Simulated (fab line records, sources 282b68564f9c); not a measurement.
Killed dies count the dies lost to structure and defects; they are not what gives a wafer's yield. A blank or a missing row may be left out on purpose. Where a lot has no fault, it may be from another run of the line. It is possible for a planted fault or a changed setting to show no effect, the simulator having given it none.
2 desks looking at one fault ; flow rit cmos ; what lay behind the numbers comes last; until then each desk has only its own

## AT THE TOOL OWNER'S DESK: lpcvd-01
The tool's own readings at RIT_SPACER_CVD_03 (deposits Si3N4 from SiH2Cl2/NH3, target thk 250 nm, time 3300 s): means of the sampled wafers that have a number, for each lot that ran on this tool. A lot is out of limits, marked OUT, if its mean lies more than 4 standard deviations from the usual mean; the brackets give that distance.
Columns: A = nh3 flow sccm at RIT_SPACER_CVD_03, usual 149.9 sccm
lot;first seen here;A
L685;day 3 01:33;149.9
L686;day 3 05:32;149.6
L689;day 3 20:23;150.1
L692;day 4 12:31;150.0
L696;day 5 09:14;224.7 (+99 or more) OUT
L698;day 5 18:10;224.8 (+99 or more) OUT
L699;day 5 22:06;225.6 (+99 or more) OUT
This desk finds L696, L698, L699 out of limits, L696 being first, at day 5 09:14 (nh3 flow sccm at RIT_SPACER_CVD_03). L685, L686, L689, L692: within limits.

## AT THE METROLOGY DESK
Means of the sampled wafers that have a number, per lot and without regard to the tool the lot ran on: this is what the gauges read. A lot is out of limits, marked OUT, if its mean lies more than 4 standard deviations from the usual mean; the brackets give that distance.
Columns: A = SPACER_NITRIDE_THK at RIT_SPACER_THK_MEAS_04, usual 251.3 nm
lot;first seen here;A
L684;day 2 21:59;250.9
L685;day 3 03:28;249.2
L686;day 3 07:27;249.8
L687;day 3 13:23;250.5
L688;day 3 17:17;252.7
L689;day 3 22:19;253.8
L690;day 4 04:04;253.2
L692;day 4 14:26;250.2
L693;day 4 18:28;250.0
L694;day 4 23:32;250.5
L696;day 5 11:11;342.1 (+39) OUT
L697;day 5 14:29;251.2
L698;day 5 20:05;341.6 (+39) OUT
L699;day 6 00:02;337.6 (+38) OUT
L707;day 7 18:00;248.5
This desk's finding: out of limits on L696, L698, L699; first on L696, day 5 11:11 (SPACER_NITRIDE_THK at RIT_SPACER_THK_MEAS_04). L684, L685, L686, L687, L688, L689, L690, L692, L693, L694, L697, L707: within limits.

## BROUGHT TOGETHER
On L696, L698, L699, at day 5 09:14, an alarm was possible from the tool owner's desk.
Metrology desk: alarm possible at day 5 11:11 on L696, L698, L699.
The lots listed all ran RIT_SPACER_CVD_03 on lpcvd-01.

## WHAT HAD BEEN PUT IN BY THE SIMULATOR
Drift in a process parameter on lpcvd-01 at RIT_SPACER_CVD_03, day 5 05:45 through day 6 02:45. The setting nh3 flow sccm was moved by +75, starting from 150. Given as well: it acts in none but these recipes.
Lots struck among those shown: L696, L698, L699.
Counting hours from when the fault started, the first reading out of limits came at 3 for the tool owner's desk and at 5 for the metrology desk.
